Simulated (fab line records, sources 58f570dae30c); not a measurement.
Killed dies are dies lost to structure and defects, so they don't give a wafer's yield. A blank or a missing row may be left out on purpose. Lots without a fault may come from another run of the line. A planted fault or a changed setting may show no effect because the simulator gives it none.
Which tool did it? | flow berkeley_cmos170 | 14 lots, 42 wafers sampled, at 6 steps of a route of 331

WHAT THE GAUGES READ, wafer by wafer
UCB170_PWELL_THK_MEAS_06. Usual: PWELL_NITRIDE_THK 220.5 nm, standard deviation 2.
lot  | measured    | on            | PWELL_NITRIDE_THK (nm) | flag
L111 | day 3 06:22 | film_metro-01 | 225.3 223.4 222.4      |
L113 | day 3 21:25 | film_metro-02 | 222.8 221.3 223.4      |
L114 | day 3 21:25 | film_metro-03 | 223.1 224.2 223.2      |
L117 | day 4 06:15 | film_metro-01 | 217.4 217.5 217.9      |
L119 | day 5 05:15 | film_metro-01 | 219.4 220.3 219.4      |
L123 | day 6 00:25 | film_metro-03 | 218.0 219.1 219.5      |
L124 | day 6 07:17 | film_metro-01 | 221.1 220.2 219.0      |
L125 | day 6 07:18 | film_metro-03 | 221.8 221.6 220.2      |
L127 | day 6 12:25 | film_metro-02 | 219.2 218.3 218.5      |
L126 | day 6 12:26 | film_metro-03 | 221.6 222.9 223.8      |
L130 | day 7 01:17 | film_metro-01 | 219.3 218.2 218.7      |
L131 | day 7 09:23 | film_metro-03 | 219.4 218.8 220.0      |
L133 | day 7 20:50 | film_metro-03 | 219.3 219.3 218.4      |
L134 | day 7 20:50 | film_metro-02 | 218.7 216.9 216.5      |

UCB170_SACOX_THK_MEAS_02. Usual: SACOX_OXIDE_THK 14.50 nm, standard deviation 0.29.
lot  | measured     | on            | SACOX_OXIDE_THK (nm) | flag
L111 | day 5 21:34  | film_metro-04 | 14.45 14.48 14.49    |
L113 | day 6 09:45  | film_metro-04 | 15.15 15.18 14.90    |
L114 | day 6 09:47  | film_metro-03 | 14.78 14.61 14.65    |
L117 | day 6 17:37  | film_metro-01 | 14.80 14.83 14.90    |
L119 | day 7 15:35  | film_metro-04 | 14.69 14.79 14.82    |
L123 | day 8 14:02  | film_metro-03 | 14.70 14.70 14.49    |
L124 | day 8 23:59  | film_metro-01 | 14.38 14.58 14.24    |
L125 | day 9 00:01  | film_metro-04 | 14.45 14.57 14.16    |
L127 | day 9 00:02  | film_metro-03 | 14.15 14.21 14.37    |
L126 | day 9 00:03  | film_metro-01 | 13.79 14.07 13.99    |
L130 | day 9 12:10  | film_metro-04 | 14.80 14.94 14.67    |
L131 | day 9 12:06  | film_metro-01 | 14.15 14.28 14.15    |
L133 | day 10 09:01 | film_metro-01 | 14.18 14.06 14.05    |
L134 | day 10 08:58 | film_metro-04 | 14.45 14.52 14.26    |

UCB170_GATE_CD_MEAS_90: target cd 350 nm. Usual: cd_nm 350.2 nm, standard deviation 1.5.
lot  | measured     | on        | cd_nm (nm)        | flag
L111 | day 7 00:03  | cd_sem-02 | 351.5 351.8 352.9 |
L113 | day 7 14:19  | cd_sem-01 | 349.3 348.4 347.5 |
L114 | day 7 14:03  | cd_sem-01 | 350.3 350.5 350.9 |
L117 | day 8 00:53  | cd_sem-02 | 350.1 351.1 349.8 |
L119 | day 8 21:07  | cd_sem-02 | 350.7 351.6 352.0 |
L123 | day 9 13:20  | cd_sem-02 | 351.0 350.3 349.8 |
L124 | day 10 03:29 | cd_sem-01 | - - -             | OFF
L125 | day 10 03:38 | cd_sem-01 | - - -             | OFF
L127 | day 10 03:49 | cd_sem-01 | 350.9 350.5 352.0 |
L126 | day 10 04:06 | cd_sem-01 | 349.8 349.6 348.1 |
L130 | day 10 16:05 | cd_sem-01 | 350.7 348.8 350.5 |
L131 | day 10 15:20 | cd_sem-01 | 350.5 352.0 350.4 |
L133 | day 11 14:56 | cd_sem-02 | 351.3 350.5 348.5 |
L134 | day 11 14:16 | cd_sem-01 | 351.2 351.2 350.5 |

UCB170_PLDD_OVL_MEAS_07. Usual: PLDD_OVL -1 nm, standard deviation 5.9.
lot  | measured     | on         | PLDD_OVL (nm) | flag
L111 | day 7 01:31  | overlay-01 | -1 -5 -5      |
L113 | day 7 16:56  | overlay-02 | -4 2 5        |
L114 | day 7 16:40  | overlay-02 | 5 -2 5        |
L117 | day 8 02:14  | overlay-02 | 5 1 4         |
L119 | day 8 22:38  | overlay-01 | -2 11 -2      |
L123 | day 9 15:27  | overlay-01 | -8 1 -6       |
L127 | day 10 05:58 | overlay-01 | -9 -14 -11    |
L126 | day 10 06:15 | overlay-01 | -2 -15 -6     |
L130 | day 10 17:20 | overlay-02 | -9 -4 0       |
L131 | day 10 16:50 | overlay-02 | 0 7 1         |
L133 | day 11 18:07 | overlay-02 | -15 -13 -11   |
L134 | day 11 17:41 | overlay-02 | 2 -9 -9       |

WHICH TOOL RAN EACH LOT (tool, then ch and the chambers of the sampled wafers, then the start)
lot  | UCB170_GATE_ETCH_14                | UCB170_GATE_ETCH_15
L111 | rie_diel-01 ch 1,2, day 6 23:49    | rie_si-02 ch 0,2,3, day 6 23:51
L113 | rie_diel-04 ch 0,1,2, day 7 14:04  | rie_si-01 ch 1,2,3, day 7 14:07
L114 | rie_diel-01 ch 2,3, day 7 13:48    | rie_si-02 ch 1,2,3, day 7 13:50
L117 | rie_diel-01 ch 2,3, day 8 00:32    | rie_si-02 ch 1,2, day 8 00:35
L119 | rie_diel-04 ch 0,3, day 8 20:52    | rie_si-01 ch 0,2,3, day 8 20:54
L123 | rie_diel-01 ch 2,3, day 9 13:09    | rie_si-02 ch 1,2,3, day 9 13:11
L124 | rie_diel-03 ch 0,1, day 10 03:16   | rie_si-02 ch 0,1, day 10 03:19
L125 | rie_diel-01 ch 1,2,3, day 10 03:25 | rie_si-01 ch 0,1,3, day 10 03:26
L127 | rie_diel-04 ch 1,2,3, day 10 03:38 | rie_si-02 ch 1,2,3, day 10 03:40
L126 | rie_diel-03 ch 1,3, day 10 03:53   | rie_si-01 ch 0,2,3, day 10 03:56
L130 | rie_diel-03 ch 1,3, day 10 15:23   | rie_si-01 ch 1,2,3, day 10 15:26
L131 | rie_diel-04 ch 2,3, day 10 14:59   | rie_si-02 ch 0,1,2, day 10 15:02
L133 | rie_diel-03 ch 1,3, day 11 14:39   | rie_si-01 ch 0,1,3, day 11 14:42
L134 | rie_diel-04 ch 0,3, day 11 14:01   | rie_si-01 ch 0,1,2, day 11 14:04
- UCB170_GATE_ETCH_14: etches BARC in N2/H2.
- UCB170_GATE_ETCH_15: etches poly-Si in HBr/Cl2, stops on SiO2, time 56.3 s, target depth 278.2 nm.

WHAT THE TOOLS THEMSELVES READ (means of the sampled wafers that have a number; where no wafer has one, the mark that the record gives instead)
UCB170_GATE_ETCH_14. Usual: bias_w 99.98 W, standard deviation 0.27; chamber_pressure_mTorr 30.00 mTorr, standard deviation 0.034; drypump_motor_current_A 5.9 A, standard deviation 0.43; oes_product_au 1.004 a.u., standard deviation 0.015; throttle_valve_pct 13.33 %, standard deviation 0.12.
lot  | tool        | bias_w (W) | chamber_pressure_mTorr (mTorr) | drypump_motor_current_A (A) | oes_product_au (a.u.) | throttle_valve_pct (%) | flag
L111 | rie_diel-01 | 100.00     | 29.98                          | 6.0                         | 1.022                 | 13.34                  |
L113 | rie_diel-04 | 100.17     | 30.00                          | 5.9                         | 1.008                 | 13.31                  |
L114 | rie_diel-01 | 99.93      | 30.01                          | 6.0                         | 1.001                 | 13.36                  |
L117 | rie_diel-01 | 99.99      | 30.02                          | 6.0                         | 1.006                 | 13.36                  |
L119 | rie_diel-04 | 100.12     | 29.98                          | 5.8                         | 1.005                 | 13.14                  |
L123 | rie_diel-01 | 99.96      | 30.01                          | 5.8                         | 0.997                 | 13.40                  |
L124 | rie_diel-03 | -          | -                              | -                           | -                     | -                      | OFF
L125 | rie_diel-01 | -          | -                              | -                           | -                     | -                      | OFF
L127 | rie_diel-04 | 99.69      | 29.99                          | 5.9                         | 1.004                 | 13.21                  |
L126 | rie_diel-03 | 100.13     | 30.02                          | 5.8                         | 1.019                 | 13.37                  |
L130 | rie_diel-03 | 99.68      | 29.99                          | 5.8                         | 1.008                 | 13.36                  |
L131 | rie_diel-04 | 100.09     | 30.01                          | 6.0                         | 1.009                 | 13.15                  |
L133 | rie_diel-03 | 100.14     | 30.02                          | 6.1                         | 1.021                 | 13.36                  |
L134 | rie_diel-04 | 100.22     | 30.01                          | 5.8                         | 0.995                 | 13.12                  |

UCB170_GATE_ETCH_15. Usual: HBr_flow_sccm 150.1 sccm, standard deviation 0.42; bias_w 150.0 W, standard deviation 0.5; drypump_motor_current_A 5.9 A, standard deviation 0.34; oes_product_au 0.824 a.u., standard deviation 0.0091; throttle_valve_pct 26.52 %, standard deviation 0.13.
lot  | tool      | HBr_flow_sccm (sccm) | bias_w (W) | drypump_motor_current_A (A) | oes_product_au (a.u.) | throttle_valve_pct (%) | flag
L111 | rie_si-02 | 150.1                | 149.4      | 6.0                         | 0.829                 | 26.56                  |
L113 | rie_si-01 | 150.0                | 149.9      | 5.8                         | 0.823                 | 26.52                  |
L114 | rie_si-02 | 150.2                | 150.4      | 5.7                         | 0.816                 | 26.52                  |
L117 | rie_si-02 | 150.1                | 150.0      | 5.9                         | 0.836                 | 26.51                  |
L119 | rie_si-01 | 150.6                | 149.8      | 6.0                         | 0.820                 | 26.60                  |
L123 | rie_si-02 | 150.2                | 150.1      | 5.7                         | 0.825                 | 26.50                  |
L124 | rie_si-02 | 149.9                | 150.2      | 6.1                         | 0.276                 | 26.35                  | OFF
L125 | rie_si-01 | 150.3                | 149.9      | 5.9                         | 0.266                 | 26.56                  | OFF
L127 | rie_si-02 | 149.8                | 150.1      | 5.7                         | 0.813                 | 26.50                  |
L126 | rie_si-01 | 150.1                | 149.9      | 6.0                         | 0.814                 | 26.60                  |
L130 | rie_si-01 | 150.1                | 150.2      | 5.9                         | 0.819                 | 26.51                  |
L131 | rie_si-02 | 150.0                | 150.3      | 6.2                         | 0.828                 | 26.46                  |
L133 | rie_si-01 | 149.9                | 149.6      | 6.0                         | 0.826                 | 26.55                  |
L134 | rie_si-01 | 149.7                | 149.9      | 5.9                         | 0.811                 | 26.62                  |

THE ANSWER, worked out from the rows above alone
Rule: a lot is off if the mean of its wafers that have a number lies more than 3 standard deviations from the usual mean. A lot without any number at a reading at which 4 lots or more have one is off too. The other lots that the step has rows for count as sound. The gauges are gone through in route order, then the tools' own readings, and for those a lot's mean is taken as printed above. The first step at which some lot is off is used, and at that step the reading that is off furthest; a lot without a number counts as furthest.
Off: L124, L125, at UCB170_GATE_CD_MEAS_90 (cd_nm). Without a number there: L124, L125.
A tool fits if, at a process step before that reading, it ran every lot that is off, and no sound lot after the first of them. The gauges at UCB170_GATE_CD_MEAS_90 aren't tried: what is off there is off at UCB170_GATE_ETCH_14 too, on other tools, and a gauge's error can't cause that. None of those tried fits.

WHAT THE SIMULATOR HAD PUT IN
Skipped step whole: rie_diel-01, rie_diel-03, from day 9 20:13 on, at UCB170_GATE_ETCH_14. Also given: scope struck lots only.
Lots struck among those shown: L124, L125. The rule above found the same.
